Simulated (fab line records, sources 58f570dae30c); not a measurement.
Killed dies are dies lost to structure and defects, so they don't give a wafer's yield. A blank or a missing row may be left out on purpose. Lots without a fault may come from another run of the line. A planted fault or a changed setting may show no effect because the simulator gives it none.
fab line records | flow berkeley_cmos170
record lots=5 wafers=23
route steps=331 shown V2@299 M3@310
start_h: hours from the record's first day to the start of the lot's first wafer shown | wait_h: hours since the lot's step before | " the same as in the row above | L1.1+2: a row that stands for several wafers | - no value, or no start given | * or withheld: withheld | < > ~ a bound
route shown NAME@n: a module of which the file shows steps, and the number in the route of the first | usual: mean/standard deviation of fault-free wafers | same: alike in all rows | chamber/n: place in a boat | sites: the reading at each site | _std_site: their standard deviation | _edge_site: outer sites' mean less inner sites' | radius_mm: how far each site lies from the wafer's centre | mask NAME#n: copy n | behind: the tool/chamber that last shaped the wafer | hold: why the lot was held/for how many hours/how that ended | device: the transistor (n, p or np) that didn't switch | end of line: the same wafers' tests at the end of the route | a step without rows: its recipe alone | killed: dies lost to structure and defects at the first sort, not the wafer's yield | map: a wafer's dies, x killed, . not, _ none there
set.NAME: the setting as run; set.NAME@STEP: as run at that earlier step | model.NAME: the simulator's own value behind a step, which no gauge read
lots whose settings were changed on purpose; a table a step, a row a wafer
## steps
# step UCB170_V2_COAT_07
# recipe resist=KrF spin_rpm=1500 resist_thk_nm=900
# columns lot.wafer tool chamber start_h wait_h set.resist_thk_nm model.KrF_of_V2_COAT_07.thk_nm
L076.1 litho_track-03 0 153.56 0.1 900 901.2
L076.2 " 0 " " 900 900.8
L076.3 " 0 " " 900 898.7
L076.4 " 0 " " 918.4 921.4
L076.6 " 0 " " 918.4 918.1
L075.4 litho_track-03 0 154.08 0.1 900 899.4
L075.5 " 0 " " 900 903.8
L075.6 " 0 " " 900 899.9
L079.1 litho_track-02 0 181.52 0.1 900 898.6
L079.2 " 0 " " 900 897.8
L079.3 " 0 " " 900 899.2
L079.5 " 0 " " 900 899.9
L079.6 " 0 " " 900 899.6
L083.1 litho_track-02 0 204.73 0.1 921.6 924.8
L083.2 " 0 " " 900 901.3
L083.3 " 0 " " 900 900
L083.5 " 0 " " 921.6 923.6
L083.6 " 0 " " 921.6 921.5
L085.1 litho_track-02 0 205.73 0.1 943.4 948
L085.2 " 0 " " 900 900.9
L085.3 " 0 " " 943.4 945.4
L085.4 " 0 " " 943.4 950.3
L085.6 " 0 " " 900 902.9
# step UCB170_V2_SOFTBAKE_08
# recipe resist=KrF temp_c=129.5 time_s=60
# step UCB170_V2_EXPOSE_09
# recipe mask_id=VIA2 target_cd_nm=700 na=0.5 sigma_outer=0.6 source_shape=conventional dose_mj=37
# step UCB170_V2_ETCH_14
# recipe chemistry=CHF3/CF4/Ar target=SiO2 stop_on=Al CHF3_flow_sccm=45 cf4_flow_sccm=15 Ar_flow_sccm=150 pressure_mtorr=200 rf_w=700 target_depth_a=12500 over_etch_frac=0.25 time_s=291
# columns lot.wafer tool chamber start_h wait_h set.resist_thk_nm@V2_COAT_07 model.KrF_of_V2_COAT_07.thk_nm
L076.1 rie_diel-03 1 154.53 0.0 900 611.1
L076.2 " 2 " " 900 610.1
L076.3 " 3 " " 900 609.4
L076.4 " 0 " " 918.4 632.4
L076.6 " 0 " " 918.4 629.3
L075.4 rie_diel-01 3 155.08 0.0 900 610.7
L075.5 " 1 " " 900 613.7
L075.6 " 0 " " 900 610.9
L079.1 rie_diel-01 0 182.59 0.0 900 608.9
L079.2 " 2 " " 900 611.3
L079.3 " 3 " " 900 611.4
L079.5 " 1 " " 900 611.1
L079.6 " 0 " " 900 611.6
L083.1 rie_diel-01 2 206.05 0.0 921.6 633.9
L083.2 " 0 " " 900 609.9
L083.3 " 1 " " 900 610.3
L083.5 " 0 " " 921.6 633.2
L083.6 " 1 " " 921.6 629.2
L085.1 rie_diel-04 3 206.84 0.0 943.4 658.7
L085.2 " 0 " " 900 614.6
L085.3 " 1 " " 943.4 654.1
L085.4 " 2 " " 943.4 656.8
L085.6 " 1 " " 900 613.9
# step UCB170_V2_STRIP_15
# recipe chemistry=O2 power_w=400 pressure_mtorr=3500 platen_temp_c=withheld o2_flow_sccm=400 overash_fraction=0.5
# usual strip_time_to_endpoint_s=15.34/0.095
# columns lot.wafer tool chamber start_h wait_h set.resist_thk_nm@V2_COAT_07 strip_time_to_endpoint_s
L076.1 plasma_asher-04 1 154.71 0.1 900 15.33
L076.2 " 0 " " 900 15.32
L076.3 " 1 " " 900 15.30
L076.4 " 0 " " 918.4 15.85
L076.6 " 0 " " 918.4 15.76
L075.4 plasma_asher-01 0 155.30 0.1 900 15.32
L075.5 " 0 " " 900 15.38
L075.6 " 1 " " 900 15.33
L079.1 plasma_asher-01 1 182.77 0.1 900 15.29
L079.2 " 0 " " 900 15.35
L079.3 " 1 " " 900 15.35
L079.5 " 0 " " 900 15.34
L079.6 " 1 " " 900 15.35
L083.1 plasma_asher-04 0 206.22 0.1 921.6 15.87
L083.2 " 1 " " 900 15.30
L083.3 " 0 " " 900 15.31
L083.5 " 1 " " 921.6 15.87
L083.6 " 0 " " 921.6 15.76
L085.1 plasma_asher-04 1 207.02 0.1 943.4 16.41
L085.2 " 0 " " 900 15.39
L085.3 " 0 " " 943.4 16.27
L085.4 " 1 " " 943.4 16.35
L085.6 " 0 " " 900 15.40
# step UCB170_M3_SPUTTER_01
# recipe material=Al target_thk_nm=900 time_s=120 power_w=6000 chamber_pressure_pa=0.5
# columns lot.wafer tool chamber start_h wait_h set.power_w model.Al_of_M3_SPUTTER_01.thk_nm
L076.1 pvd_sputter-02 - 154.99 0.0 6000 894.8
L076.2 " - " " 6541 977.2
L076.3 " - " " 6541 971.8
L076.4 " - " " 6000 897.4
L076.6 " - " " 6541 972.1
L075.4 pvd_sputter-04 - 155.55 0.0 6000 905.1
L075.5 " - " " 6000 917.4
L075.6 " - " " 6000 915.3
L079.1 pvd_sputter-01 - 183.06 0.0 6459 988.8
L079.2 " - " " 6000 919.6
L079.3 " - " " 6000 916
L079.5 " - " " 6459 987.1
L079.6 " - " " 6459 981.2
L083.1 pvd_sputter-02 - 206.51 0.0 5444 807.4
L083.2 " - " " 5444 807.2
L083.3 " - " " 6000 891
L083.5 " - " " 6000 899.1
L083.6 " - " " 6000 890.3
L085.1 pvd_sputter-04 - 207.30 0.0 6000 910.3
L085.2 " - " " 6470 971.4
L085.3 " - " " 6470 988.2
L085.4 " - " " 6470 982.2
L085.6 " - " " 6000 912.1
# step UCB170_M3_RS_MEAS_02
# recipe thk_meas_gauge=four-point-probe reads=Al_of_M3_SPUTTER_01
# usual M3_AL_RS=0.0320/0.00032
# columns lot.wafer tool chamber start_h wait_h set.power_w@M3_SPUTTER_01 M3_AL_RS[ohm/sq]
L076.1 film_metro-04 - 155.08 0.0 6000 0.0323
L076.2 " - " " 6541 0.0295
L076.3 " - " " 6541 0.0297
L076.4 " - " " 6000 0.0322
L076.6 " - " " 6541 0.0297
L075.4 film_metro-04 - 155.69 0.1 6000 0.0319
L075.5 " - " " 6000 0.0315
L075.6 " - " " 6000 0.0316
L079.1 film_metro-02 - 183.14 0.0 6459 0.0292
L079.2 " - " " 6000 0.0314
L079.3 " - " " 6000 0.0316
L079.5 " - " " 6459 0.0293
L079.6 " - " " 6459 0.0294
L083.1 film_metro-01 - 206.59 0.0 5444 0.0359
L083.2 " - " " 5444 0.0360
L083.3 " - " " 6000 0.0325
L083.5 " - " " 6000 0.0323
L083.6 " - " " 6000 0.0326
L085.1 film_metro-04 - 207.39 0.0 6000 0.0317
L085.2 " - " " 6470 0.0297
L085.3 " - " " 6470 0.0292
L085.4 " - " " 6470 0.0294
L085.6 " - " " 6000 0.0317
# step UCB170_M3_THK_MEAS_03
# recipe thk_meas_gauge=xrf reads=Al_of_M3_SPUTTER_01
# usual M3_AL_THK=905/9.1
# columns lot.wafer tool chamber start_h wait_h set.power_w@M3_SPUTTER_01 M3_AL_THK[nm]
L076.1 film_metro-04 - 155.20 0.1 6000 902
L076.2 " - " " 6541 983
L076.3 " - " " 6541 973
L076.4 " - " " 6000 902
L076.6 " - " " 6541 973
L075.4 film_metro-04 - 155.78 0.1 6000 910
L075.5 " - " " 6000 917
L075.6 " - " " 6000 924
L079.1 film_metro-02 - 183.26 0.1 6459 991
L079.2 " - " " 6000 923
L079.3 " - " " 6000 918
L079.5 " - " " 6459 995
L079.6 " - " " 6459 982
L083.1 film_metro-01 - 206.71 0.1 5444 805
L083.2 " - " " 5444 808
L083.3 " - " " 6000 892
L083.5 " - " " 6000 900
L083.6 " - " " 6000 890
L085.1 film_metro-04 - 207.51 0.1 6000 908
L085.2 " - " " 6470 979
L085.3 " - " " 6470 989
L085.4 " - " " 6470 979
L085.6 " - " " 6000 906
# step UCB170_M3_PEB_13
# recipe peb_temp_c=130 peb_time_s=withheld resist=KrF
# columns lot.wafer tool chamber start_h wait_h set.peb_temp_c
L076.1+4+6 litho_track-04 0 156.84 0.3 133
L076.2+3 " 0 " " 130
L075.4+5+6 litho_track-02 0 157.45 0.1 130
L079.1+2+3+5+6 litho_track-02 0 185.18 0.1 130
L083.1+6 litho_track-04 0 208.87 0.5 130
L083.2+3+5 " 0 " " 128.8
L085.1+2+3+4+6 litho_track-02 0 209.61 0.3 130
# step UCB170_M3_DEVELOP_14
# recipe developer=TMAH develop_time_s=45 resist=KrF dev_temp_c=21
# step UCB170_M3_CD_MEAS_15
# recipe target_cd_nm=700
# usual cd_nm=700.5/1.6
# columns lot.wafer tool chamber start_h wait_h set.peb_temp_c@M3_PEB_13 cd_nm
L076.1 cd_sem-01 - 157.11 - 133 680.6
L076.2 " - " " 130 698.7
L076.3 " - " " 130 700.1
L076.4 " - " " 133 681.5
L076.6 " - " " 133 683.6
L075.4 cd_sem-01 - 157.78 - 130 698.7
L075.5 " - " " 130 698.3
L075.6 " - " " 130 698.6
L079.1 cd_sem-02 - 185.45 - 130 699.3
L079.2 " - " " 130 699.3
L079.3 " - " " 130 698.8
L079.5 " - " " 130 700.9
L079.6 " - " " 130 699.4
L083.1 cd_sem-02 - 209.20 - 130 700.8
L083.2 " - " " 128.8 709.2
L083.3 " - " " 128.8 709.1
L083.5 " - " " 128.8 710.7
L083.6 " - " " 130 700.3
L085.1 cd_sem-02 - 209.88 - 130 701.6
L085.2 " - " " 130 702.5
L085.3 " - " " 130 701.3
L085.4 " - " " 130 702.7
L085.6 " - " " 130 702.0
# step UCB170_M3_ETCH_17
# recipe chemistry=N2/H2 target_depth_a=withheld overetch_a=withheld target=BARC time_s=withheld source_w=500 bias_w=100 pressure_mtorr=30 n2_flow_sccm=100 h2_flow_sccm=200
# columns lot.wafer tool chamber start_h wait_h set.peb_temp_c@M3_PEB_13 model.M3.cd_nm
L076.1 rie_diel-04 1 157.27 0.0 133 681.1
L076.2 " 0 " " 130 698.4
L076.3 " 2 " " 130 699.6
L076.4 " 1 " " 133 682.1
L076.6 " 0 " " 133 683
L075.4 rie_diel-02 0 157.87 0.0 130 698
L075.5 " 2 " " 130 698.1
L075.6 " 1 " " 130 698.4
L079.1 rie_diel-02 1 185.61 0.0 130 699.1
L079.2 " 3 " " 130 699.6
L079.3 " 0 " " 130 698.3
L079.5 " 0 " " 130 700.6
L079.6 " 3 " " 130 699.5
L083.1+6 rie_diel-02 3 209.35 0.0 130 700.9
L083.2 " 0 " " 128.8 708.8
L083.3 " 2 " " 128.8 710
L083.5 " 0 " " 128.8 710.4
L085.1 rie_diel-03 0 210.04 0.0 130 700.9
L085.2+4 " 1,2 " " 130 702.6
L085.3 " 2 " " 130 701.1
L085.6 " 1 " " 130 702.3
# step UCB170_M3_METAL_ETCH_18
# recipe chemistry=Cl2/BCl3 target=Al stop_on=SiO2 pressure_mtorr=12 target_depth_a=11700 over_etch_frac=0.3 time_s=195 icp_w=600 bias_w=120 Cl2_flow_sccm=90 bcl3_flow_sccm=45
# usual oes_product_au=0.854/0.009
# columns lot.wafer tool chamber start_h wait_h set.time_s set.power_w@M3_SPUTTER_01 set.peb_temp_c@M3_PEB_13 oes_product_au model.M3.cd_nm
L076.1 rie_metal-01 0 157.31 - 195 6000 133 0.861 685
L076.2 " 1 " " 195 6541 130 0.893 696.3
L076.3 " 0 " " 195 6541 130 0.901 704.5
L076.4 " 1 " " 195 6000 133 0.853 681.3
L076.6 " 1 " " 195 6541 133 0.886 680.3
L075.4 rie_metal-03 1 157.98 - 195 6000 130 0.844 698.5
L075.5 " 1 " " 195 6000 130 0.859 697.4
L075.6 " 0 " " 195 6000 130 0.860 696.8
L079.1 rie_metal-04 1 185.65 - 210.5 6459 130 0.891 693.3
L079.2 " 0 " " 195 6000 130 0.857 700.4
L079.3 " 0 " " 195 6000 130 0.852 696.8
L079.5 " 1 " " 210.5 6459 130 0.889 695.9
L079.6 " 0 " " 195 6459 130 0.882 698
L083.1 rie_metal-03 0 209.40 - 205.9 5444 130 0.804 697.6
L083.2 " 1 " " 205.9 5444 128.8 0.784 706.1
L083.3 " 0 " " 205.9 6000 128.8 0.846 705.9
L083.5 " 0 " " 195 6000 128.8 0.858 712.1
L083.6 " 1 " " 195 6000 130 0.832 701.4
L085.1 rie_metal-04 1 210.08 - 195 6000 130 0.851 698.6
L085.2 " 0 " " 221.2 6470 130 0.886 695.1
L085.3 " 1 " " 221.2 6470 130 0.879 695.5
L085.4 " 0 " " 195 6470 130 0.899 702.2
L085.6 " 0 " " 195 6000 130 0.856 702.4
# step UCB170_M3_STRIP_19
# recipe chemistry=O2 power_w=400 pressure_mtorr=3500 platen_temp_c=withheld o2_flow_sccm=400 overash_fraction=0.5
# usual oes_product_au=0.560/0.012
# columns lot.wafer tool chamber start_h wait_h set.time_s@M3_METAL_ETCH_18 oes_product_au
L076.1 plasma_asher-02 1 157.50 0.1 195 0.564
L076.2 " 0 " " 195 0.548
L076.3 " 0 " " 195 0.572
L076.4 " 1 " " 195 0.558
L076.6 " 0 " " 195 0.547
L075.4 plasma_asher-02 1 158.14 0.1 195 0.549
L075.5 " 1 " " 195 0.556
L075.6 " 0 " " 195 0.560
L079.1 plasma_asher-03 0 185.84 0.1 210.5 0.511
L079.2 " 1 " " 195 0.556
L079.3 " 0 " " 195 0.568
L079.5 " 1 " " 210.5 0.513
L079.6 " 0 " " 195 0.559
L083.1 plasma_asher-02 0 209.58 0.1 205.9 0.518
L083.2 " 1 " " 205.9 0.508
L083.3 " 0 " " 205.9 0.526
L083.5 " 1 " " 195 0.563
L083.6 " 0 " " 195 0.554
L085.1 plasma_asher-02 0 210.27 0.1 195 0.582
L085.2 " 1 " " 221.2 0.486
L085.3 " 0 " " 221.2 0.474
L085.4 " 1 " " 195 0.563
L085.6 " 0 " " 195 0.585
# step UCB170_M3_CD_MEAS_90
# recipe target_cd_nm=700
# usual cd_nm=700.6/2.3
# columns lot.wafer tool chamber start_h wait_h set.peb_temp_c@M3_PEB_13 cd_nm
L076.1 cd_sem-01 - 157.60 0.1 133 684.7
L076.2 " - " " 130 696.1
L076.3 " - " " 130 704.6
L076.4 " - " " 133 681.4
L076.6 " - " " 133 680.3
L075.4 cd_sem-01 - 158.26 0.1 130 698.2
L075.5 " - " " 130 697.3
L075.6 " - " " 130 696.6
L079.1 cd_sem-02 - 185.94 0.1 130 693.2
L079.2 " - " " 130 700.8
L079.3 " - " " 130 697.1
L079.5 " - " " 130 695.7
L079.6 " - " " 130 698.3
L083.1 cd_sem-02 - 209.68 0.1 130 697.7
L083.2 " - " " 128.8 706.1
L083.3 " - " " 128.8 706.0
L083.5 " - " " 128.8 712.4
L083.6 " - " " 130 701.2
L085.1 cd_sem-01 - 210.37 0.1 130 698.3
L085.2 " - " " 130 695.1
L085.3 " - " " 130 695.4
L085.4 " - " " 130 702.1
L085.6 " - " " 130 702.1
## key
split step=UCB170_V2_COAT_07 setting=resist_thk_nm stated=900 by=wafer
response step=UCB170_V2_COAT_07 reading=model.KrF_of_V2_COAT_07.thk_nm change=+9.52 per=1% r=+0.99
response step=UCB170_V2_ETCH_14 reading=model.KrF_of_V2_COAT_07.thk_nm change=+9 per=1% r=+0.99
response step=UCB170_V2_STRIP_15 reading=strip_time_to_endpoint_s change=* per=1% r=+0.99
split step=UCB170_M3_SPUTTER_01 setting=power_w stated=6000 by=wafer
response step=UCB170_M3_SPUTTER_01 reading=model.Al_of_M3_SPUTTER_01.thk_nm change=+8.92 per=1% r=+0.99
response step=UCB170_M3_RS_MEAS_02 reading=M3_AL_RS change=-0.000314 per=1% r=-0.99
response step=UCB170_M3_THK_MEAS_03 reading=M3_AL_THK change=+9.07 per=1% r=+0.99
response step=UCB170_M3_METAL_ETCH_18 reading=oes_product_au change=+0.00463 per=1% r=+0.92
split step=UCB170_M3_PEB_13 setting=peb_temp_c stated=130 by=wafer
response step=UCB170_M3_CD_MEAS_15 reading=cd_nm change=-7.88 per=1% r=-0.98
response step=UCB170_M3_ETCH_17 reading=model.M3.cd_nm change=-7.63 per=1% r=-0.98
response step=UCB170_M3_METAL_ETCH_18 reading=model.M3.cd_nm change=-8.06 per=1% r=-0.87
response step=UCB170_M3_CD_MEAS_90 reading=cd_nm change=-8.1 per=1% r=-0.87
split step=UCB170_M3_METAL_ETCH_18 setting=time_s stated=195 by=wafer
response step=UCB170_M3_STRIP_19 reading=oes_product_au change=-0.00699 per=1% r=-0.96
